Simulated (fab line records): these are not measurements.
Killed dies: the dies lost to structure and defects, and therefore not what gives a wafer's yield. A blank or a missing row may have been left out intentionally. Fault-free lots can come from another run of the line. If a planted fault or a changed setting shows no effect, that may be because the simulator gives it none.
fab line records	flow berkeley-cmos170
record: lots: 14	wafers: 42	last-day: 12
route steps=331 shown NLDD@169 SPACER@174 V1@268 V2@295
lots with no fault: from the same line, run without faults
start-h: the number of hours between the record's first day and the start of the first shown wafer of the lot	wait-h: hours since the lot's step before	" unchanged from the row above	L1.1+2: a row that stands for several wafers	- either no value or no given start	* or withheld: withheld	< > ~ a bound
route shown NAME@n: a module of which the file shows steps, and the number in the route of the first	usual: mean and standard deviation over wafers with no fault	same: alike in all rows	chamber/n: place in a boat	sites: each site's reading	_std_site: standard deviation of those values	_edge_site: inner sites' mean taken away from outer sites' mean	radius-mm: for every site, how far away it sits from the centre of the wafer	mask NAME#n: copy n	behind: the most recent tool/chamber to have shaped the wafer	hold: why the lot was held/for how many hours/how that ended	device: names the non-switching transistor (n, p or np)	end of line: the same wafers' tests at the end of the route	a step given without rows: its recipe and nothing more	killed: dies lost to structure and defects at the first sort, not the wafer's yield	map: dies across one wafer; x = killed, . = not, _ = none there
set.NAME: the setting as run; set.NAME@STEP: as run at that earlier step	model.NAME: the simulator's own value behind a step, which no gauge read
the route's steps for a sample of lots (tables are steps, rows are wafers)
services: from which hour (start-h, from the record's first day; less than 0 if before it) a tool's chamber was out of use, for how many hours, and why
== steps ==
step: UCB170_NLDD_TW_MEAS_11
usual: NLDD_TW: 2227/25
lot.wafer	tool	chamber	start-h	wait-h	NLDD_TW
L567.2	film-metro-02	-	138.07	0.1	2192
L567.5	"	-	"	"	2205
L567.6	"	-	"	"	2184
L569.3	film-metro-01	-	138.63	0.1	2241
L569.4	"	-	"	"	2245
L569.6	"	-	"	"	2242
L571.1	film-metro-04	-	152.56	0.1	2252
L571.3	"	-	"	"	2247
L571.5	"	-	"	"	2245
L570.2	film-metro-04	-	153.05	0.1	2254
L570.3	"	-	"	"	2258
L570.4	"	-	"	"	2238
L572.2	film-metro-04	-	153.57	0.1	2258
L572.3	"	-	"	"	2247
L572.5	"	-	"	"	2238
L573.3	film-metro-04	-	164.34	0.1	2249
L573.5	"	-	"	"	2245
L573.6	"	-	"	"	2250
L576.2	film-metro-04	-	179.40	0.1	2250
L576.4	"	-	"	"	2235
L576.5	"	-	"	"	2254
L579.2	film-metro-01	-	193.46	0.1	2249
L579.4	"	-	"	"	2255
L579.5	"	-	"	"	2241
L583.2	film-metro-02	-	210.56	0.1	2208
L583.5	"	-	"	"	2190
L583.6	"	-	"	"	2193
L582.1	film-metro-04	-	210.65	0.1	2244
L582.3	"	-	"	"	2248
L582.5	"	-	"	"	2265
L581.1	film-metro-01	-	210.82	0.1	2244
L581.4	"	-	"	"	2236
L581.5	"	-	"	"	2240
L584.1	film-metro-01	-	217.53	0.1	2231
L584.3	"	-	"	"	2246
L584.4	"	-	"	"	2242
L588.2	film-metro-02	-	249.07	0.1	2199
L588.4	"	-	"	"	2187
L588.5	"	-	"	"	2201
L590.2	film-metro-04	-	254.77	0.1	2227
L590.4	"	-	"	"	2221
L590.5	"	-	"	"	2237
step: UCB170_SPACER_ETCHBACK_03
recipe: stop-on: Si	target: SiO2	chemistry: CHF3/CF4/Ar	CHF3_flow_sccm: 50	cf4-flow-sccm: 10	Ar_flow_sccm: 120	pressure-mtorr: 200	rf-w: 500	target-depth-a: 3760	time-s: 100
usual: drypump-motor-current-A: 5.4/0.33	oes-product-au: 0.898/0.018	throttle-valve-pct: 6.52/0.12
same: time-s: 100
lot.wafer	tool	chamber	start-h	wait-h	drypump-motor-current-A	oes-product-au	rf-hours-counter-h	throttle-valve-pct
L567.2	rie-diel-02	0	144.39	0.0	5.4	0.903	58	6.46
L567.5	"	1	"	"	5.9	0.884	-	6.69
L567.6	"	2	"	"	5.2	0.923	-	6.54
L569.3	rie-diel-01	2	144.46	0.1	5.8	0.904	114	6.44
L569.4	"	0	"	"	4.9	0.912	38	6.38
L569.6	"	0	"	"	4.9	0.914	-	6.37
L570.2	rie-diel-01	0	155.65	0.0	4.9	0.902	38	6.37
L570.3	"	2	"	"	5.7	0.895	114	6.43
L570.4	"	1	"	"	5.2	0.913	119	6.56
L571.1	rie-diel-02	2	155.65	0.0	5.2	0.910	60	6.54
L571.3	"	1	"	"	6.0	0.875	27	6.69
L571.5	"	1	"	"	6.0	0.891	-	6.69
L572.2	rie-diel-03	2	155.65	0.0	5.9	0.900	135	6.55
L572.3	"	1	"	"	5.3	0.884	20	6.64
L572.5	"	3	"	"	5.3	0.889	-	6.61
L573.3	rie-diel-02	3	169.75	0.0	5.1	0.865	64	6.33
L573.5	"	3	"	"	5.1	0.882	-	6.36
L573.6	"	2	"	"	5.2	0.924	-	6.53
L576.2	rie-diel-02	1	185.91	0.0	5.9	0.875	28	6.69
L576.4	"	3	"	"	5.1	0.879	65	6.36
L576.5	"	2	"	"	5.2	0.918	-	6.55
L579.2	rie-diel-03	2	196.78	0.0	5.9	0.903	137	6.56
L579.4	"	0	"	"	5.8	0.884	138	6.30
L579.5	"	3	"	"	5.3	0.898	-	6.62
L582.1	rie-diel-03	1	216.50	0.0	5.3	0.879	23	6.64
L582.3	"	0	"	"	5.8	0.859	138	6.30
L582.5	"	3	"	"	5.3	0.888	-	6.63
L583.2	rie-diel-02	3	216.50	0.0	5.1	0.879	66	6.34
L583.5	"	0	"	"	5.4	0.897	-	6.43
L583.6	"	1	"	"	6.0	0.872	-	6.70
L581.1	rie-diel-02	1	216.57	0.1	6.0	0.869	29	6.68
L581.4	"	3	"	"	5.1	0.878	66	6.34
L581.5	"	3	"	"	5.1	0.877	-	6.35
L584.1	rie-diel-01	0	221.58	0.0	4.9	0.883	41	6.36
L584.3	"	3	"	"	5.5	0.909	74	6.61
L584.4	"	1	"	"	5.2	0.917	122	6.57
L588.2	rie-diel-01	3	252.35	0.0	5.6	0.895	75	6.63
L588.4	"	0	"	"	4.9	0.901	-	6.37
L588.5	"	3	"	"	5.5	0.919	-	6.61
L590.2	rie-diel-02	3	260.93	0.0	5.1	0.885	68	6.34
L590.4	"	2	"	"	5.2	0.934	64	6.55
L590.5	"	0	"	"	5.4	0.894	-	6.45
step: UCB170_V1_ETCH_14
recipe: chemistry: CHF3/CF4/Ar	target: SiO2	stop-on: Al	CHF3_flow_sccm: 45	cf4-flow-sccm: 15	Ar_flow_sccm: 150	pressure-mtorr: 200	rf-w: 700	target-depth-a: 12500	over-etch-frac: 0.25	time-s: 291
usual: drypump-motor-current-A: 5.40/0.28	oes-product-au: 0.870/0.013	rf-fwd-power-W: 698.2/2	throttle-valve-pct: 6.98/0.12
same: time-s: 291
lot.wafer	tool	chamber	start-h	wait-h	drypump-motor-current-A	oes-product-au	rf-fwd-power-W	rf-hours-counter-h	throttle-valve-pct
L567.2	rie-diel-01	0	165.54	0.0	4.91	0.872	701.9	39	6.85
L567.5	"	1	"	"	5.25	0.891	700.2	-	7.04
L567.6	"	0	"	"	4.94	0.868	700.0	-	6.85
L569.3	rie-diel-01	1	166.65	0.0	5.24	0.884	699.8	119	7.05
L569.4	"	2	"	"	5.77	0.880	696.5	115	6.91
L569.6	"	2	"	"	5.74	0.877	698.3	-	6.90
L572.2	rie-diel-01	1	177.38	0.0	5.24	0.870	699.9	120	7.03
L572.3	"	2	"	"	5.78	0.870	698.1	115	6.92
L572.5	"	2	"	"	5.78	0.875	696.3	-	6.91
L570.2	rie-diel-04	1	177.62	0.0	5.56	0.876	696.1	126	7.17
L570.3	"	2	"	"	5.60	0.846	698.7	75	6.82
L570.4	"	3	"	"	5.08	0.865	697.7	16	7.03
L571.1	rie-diel-02	1	177.86	0.0	5.94	0.855	697.1	28	7.18
L571.3	"	3	"	"	5.10	0.847	699.8	65	6.82
L571.5	"	1	"	"	5.95	0.851	696.4	-	7.17
L573.3	rie-diel-01	3	193.65	0.0	5.56	0.868	417.0	72	7.12
L573.5	"	1	"	"	5.26	0.884	695.9	-	7.03
L573.6	"	0	"	"	4.94	0.868	702.1	-	6.85
L576.2	rie-diel-02	0	209.52	0.0	5.43	0.866	697.2	60	6.94
L576.4	"	1	"	"	5.94	0.845	700.6	29	7.18
L576.5	"	3	"	"	5.07	0.847	694.7	-	6.82
L579.2	rie-diel-01	1	219.82	0.0	5.26	0.880	699.9	122	7.05
L579.4	"	3	"	"	5.54	0.859	422.0	73	7.12
L579.5	"	3	"	"	5.58	0.863	416.7	-	7.12
L582.1	rie-diel-04	2	233.45	0.0	5.60	0.850	698.5	78	6.84
L582.3	"	0	"	"	5.42	0.882	697.2	74	6.97
L582.5	"	0	"	"	5.41	0.886	699.4	-	6.96
L583.2	rie-diel-02	3	239.93	0.0	5.10	0.848	700.3	67	6.82
L583.5	"	3	"	"	5.10	0.841	699.0	-	6.82
L583.6	"	0	"	"	5.39	0.869	698.5	-	6.95
L581.1	rie-diel-04	2	240.20	0.0	5.60	0.858	699.1	79	6.84
L581.4	"	0	"	"	5.39	0.884	698.3	-	6.96
L581.5	"	2	"	"	5.59	0.857	699.9	-	6.83
L584.1	rie-diel-02	1	240.41	0.0	6.00	0.852	697.8	30	7.18
L584.3	"	2	"	"	5.21	0.884	695.7	64	7.04
L584.4	"	3	"	"	5.08	0.847	701.8	67	6.83
L588.2	rie-diel-04	0	275.43	0.0	5.39	0.880	695.4	76	6.96
L588.4	"	2	"	"	5.61	0.855	697.2	80	6.83
L588.5	"	2	"	"	5.60	0.861	698.9	-	6.83
L590.2	rie-diel-02	2	285.87	0.0	5.22	0.881	698.2	65	7.02
L590.4	"	0	"	"	5.40	0.865	696.5	-	6.94
L590.5	"	3	"	"	5.07	0.845	694.5	-	6.83
step: UCB170_V1_STRIP_15
recipe: chemistry: O2	power-w: 400	pressure-mtorr: 3500	platen-temp-c: withheld	o2-flow-sccm: 400	overash-fraction: 0.5
usual: drypump-motor-current-A: 5.97/0.22	oes-product-au: 0.722/0.0046	strip-time-to-endpoint-s: 15.33/0.098
lot.wafer	tool	chamber	start-h	wait-h	drypump-motor-current-A	oes-product-au	rf-hours-counter-h	strip-time-to-endpoint-s
L567.2	plasma-asher-01	0	165.72	0.1	5.99	0.724	47	15.31
L567.5	"	0	"	"	6.01	0.719	-	15.25
L567.6	"	1	"	"	6.25	0.717	-	15.34
L569.3	plasma-asher-01	0	166.86	0.1	5.98	0.726	-	15.41
L569.4	"	1	"	"	6.24	0.723	-	15.40
L569.6	"	1	"	"	6.26	0.717	-	15.34
L572.2	plasma-asher-01	1	177.56	0.1	6.26	0.719	48	15.18
L572.3	"	0	"	"	6.02	0.720	-	15.15
L572.5	"	1	"	"	6.24	0.709	-	15.11
L570.2	plasma-asher-02	0	177.80	0.1	5.99	0.727	5	15.38
L570.3	"	0	"	"	5.99	0.727	-	15.39
L570.4	"	1	"	"	5.61	0.722	-	15.39
L571.1	plasma-asher-01	1	178.04	0.1	6.26	0.722	49	15.20
L571.3	"	0	"	"	6.01	0.718	-	15.38
L571.5	"	1	"	"	6.26	0.726	-	15.30
L573.3	plasma-asher-04	0	193.86	0.1	5.85	0.723	-	16.90
L573.5	"	0	"	"	5.85	0.729	-	15.38
L573.6	"	1	"	"	5.65	0.715	-	15.54
L576.2	plasma-asher-01	1	209.69	0.1	6.26	0.716	52	15.31
L576.4	"	0	"	"	6.01	0.717	-	15.35
L576.5	"	1	"	"	6.26	0.728	-	15.29
L579.2	plasma-asher-04	0	220.00	0.1	5.81	0.724	54	15.38
L579.4	"	1	"	"	5.65	0.726	-	16.80
L579.5	"	0	"	"	5.83	0.728	-	16.84
L582.1	plasma-asher-04	1	233.63	0.1	5.68	0.715	55	15.30
L582.3	"	0	"	"	5.84	0.719	-	15.30
L582.5	"	0	"	"	5.83	0.728	-	15.24
L583.2	plasma-asher-01	1	240.11	0.1	6.25	0.722	55	15.34
L583.5	"	0	"	"	6.01	0.717	-	15.39
L583.6	"	1	"	"	6.24	0.723	-	15.36
L581.1	plasma-asher-04	0	240.38	0.1	5.84	0.726	56	15.36
L581.4	"	1	"	"	5.64	0.720	-	15.26
L581.5	"	1	"	"	5.63	0.721	-	15.40
L584.1	plasma-asher-01	0	240.59	0.1	6.00	0.732	55	15.39
L584.3	"	0	"	"	6.00	0.722	-	15.54
L584.4	"	1	"	"	6.27	0.720	-	15.41
L588.2	plasma-asher-01	1	275.60	0.1	6.25	0.722	58	15.31
L588.4	"	0	"	"	6.02	0.723	-	15.20
L588.5	"	1	"	"	6.26	0.725	-	15.39
L590.2	plasma-asher-01	0	286.05	0.1	6.02	0.724	60	15.53
L590.4	"	1	"	"	6.28	0.728	-	15.44
L590.5	"	0	"	"	6.01	0.723	-	15.40
step: UCB170_V1_CD_MEAS_90
recipe: target-cd-nm: 700
usual: cd-nm: 700.7/1.5
lot.wafer	tool	chamber	start-h	wait-h	cd-nm
L567.2	cd-sem-02	-	165.84	0.1	700.2
L567.5	"	-	"	"	701.9
L567.6	"	-	"	"	699.9
L569.3	cd-sem-01	-	166.97	0.1	702.3
L569.4	"	-	"	"	700.0
L569.6	"	-	"	"	699.6
L572.2	cd-sem-02	-	177.68	0.1	700.6
L572.3	"	-	"	"	699.0
L572.5	"	-	"	"	699.8
L570.2	cd-sem-02	-	177.92	0.1	699.8
L570.3	"	-	"	"	700.5
L570.4	"	-	"	"	700.4
L571.1	cd-sem-01	-	178.14	0.1	699.4
L571.3	"	-	"	"	701.0
L571.5	"	-	"	"	699.3
L573.3	cd-sem-01	-	193.97	0.1	694.4
L573.5	"	-	"	"	700.9
L573.6	"	-	"	"	698.6
L576.2	cd-sem-01	-	209.81	0.1	700.3
L576.4	"	-	"	"	700.1
L576.5	"	-	"	"	699.9
L579.2	cd-sem-02	-	220.12	0.1	699.1
L579.4	"	-	"	"	694.0
L579.5	"	-	"	"	694.6
L582.1	cd-sem-02	-	233.73	0.1	701.7
L582.3	"	-	"	"	701.5
L582.5	"	-	"	"	703.3
L583.2	cd-sem-01	-	240.23	0.1	699.5
L583.5	"	-	"	"	701.0
L583.6	"	-	"	"	700.1
L581.1	cd-sem-02	-	240.48	0.1	701.3
L581.4	"	-	"	"	699.8
L581.5	"	-	"	"	700.1
L584.1	cd-sem-01	-	240.69	0.1	699.9
L584.3	"	-	"	"	699.4
L584.4	"	-	"	"	700.5
L588.2	cd-sem-01	-	275.72	0.1	700.0
L588.4	"	-	"	"	699.8
L588.5	"	-	"	"	700.2
L590.2	cd-sem-02	-	286.17	0.1	701.4
L590.4	"	-	"	"	703.2
L590.5	"	-	"	"	704.4
step: UCB170_V2_BOW_MEAS_03
recipe: mode: bow
usual: V2_BOW: 37/7.5
lot.wafer	tool	chamber	start-h	wait-h	V2_BOW[um]
L567.2	film-metro-03	-	170.07	0.2	41
L567.5	"	-	"	"	32
L567.6	"	-	"	"	41
L569.3	film-metro-03	-	171.29	0.2	33
L569.4	"	-	"	"	38
L569.6	"	-	"	"	42
L572.2	film-metro-01	-	180.83	0.1	42
L572.3	"	-	"	"	44
L572.5	"	-	"	"	32
L570.2	film-metro-01	-	181.37	0.3	37
L570.3	"	-	"	"	34
L570.4	"	-	"	"	38
L571.1	film-metro-02	-	181.42	0.2	27
L571.3	"	-	"	"	38
L571.5	"	-	"	"	36
L573.5	film-metro-02	-	197.56	0.1	31
L573.6	"	-	"	"	51
L576.2	film-metro-01	-	214.87	0.2	56
L576.4	"	-	"	"	33
L576.5	"	-	"	"	45
L579.2	film-metro-01	-	224.04	0.2	27
L582.1	film-metro-01	-	237.16	0.1	43
L582.3	"	-	"	"	57
L582.5	"	-	"	"	51
L583.2	film-metro-03	-	243.92	0.1	43
L583.5	"	-	"	"	27
L583.6	"	-	"	"	25
L581.1	film-metro-02	-	244.14	0.2	38
L581.4	"	-	"	"	24
L581.5	"	-	"	"	43
L584.1	film-metro-01	-	244.22	0.1	28
L584.3	"	-	"	"	45
L584.4	"	-	"	"	53
L588.2	film-metro-03	-	279.38	0.2	40
L588.4	"	-	"	"	36
L588.5	"	-	"	"	20
L590.2	film-metro-02	-	289.67	0.1	34
L590.4	"	-	"	"	29
L590.5	"	-	"	"	39
== services ==
tool	chamber	start-h	hours	kind
plasma-asher-02	-	122.85	15.6	pm
rie-diel-03	3	126.86	6.4	repair
rie-diel-03	0	153.65	5.4	repair
rie-diel-02	1	167.29	9.5	repair
rie-diel-01	0	175.24	6.2	repair
rie-diel-04	3	198.17	42.6	repair
rie-diel-02	3	204.85	1.3	repair
rie-diel-03	-	221.34	0.3	repair
rie-diel-03	3	231.53	5.3	repair
rie-diel-03	0	241.29	-	clean
rie-diel-03	0	241.29	25.9	scheduled-down
rie-diel-03	0	241.29	25.9	vent-cycle
plasma-asher-02	-	241.74	2.8	pm
rie-diel-01	1	246.04	6.4	repair
rie-diel-03	-	249.81	0.5	repair
rie-diel-03	2	267.17	-	clean
rie-diel-03	2	267.17	18.7	scheduled-down
rie-diel-03	2	267.17	18.7	vent-cycle
rie-diel-02	1	283.14	3.4	repair
== key ==
first-sign: step: UCB170_V1_ETCH_14	reading: rf-fwd-power-W	direction: down	sigmas: 99+	usual: 698.2	struck: 418.6
effect: step: UCB170_V1_STRIP_15	reading: strip-time-to-endpoint-s	direction: up	sigmas: 15	usual: *	struck: *
effect: step: UCB170_V1_CD_MEAS_90	reading: cd-nm	direction: down	sigmas: 4.2	usual: 700.7	struck: 694.4
met-at UCB170_V1_ETCH_14
struck-lots L573,L579
struck-wafers L573.3,L579.4,L579.5
later-rows-left-out L573.3,L579.4,L579.5
sort-left-out L573.3,L579.4,L579.5
not-acting-at UCB170_NLDD_TW_MEAS_11,UCB170_SPACER_ETCHBACK_03,UCB170_V2_BOW_MEAS_03
fault: kind: process-parameter-drift	tool: rie-diel-01	chamber: 3	onset-h: 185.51	steps: UCB170_V1_ETCH_14	channel: rf-w	offset: -280	shape: step	end-h: 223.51	acts-in: these-recipes-only	stated: 700
sort-left-out: the simulated sort isn't trusted on such a fault, so these wafers' sort isn't shown, and their yield isn't known
later-rows-left-out: the simulator's readings of these wafers behind a module that went badly wrong aren't trusted and aren't shown, but for the sort
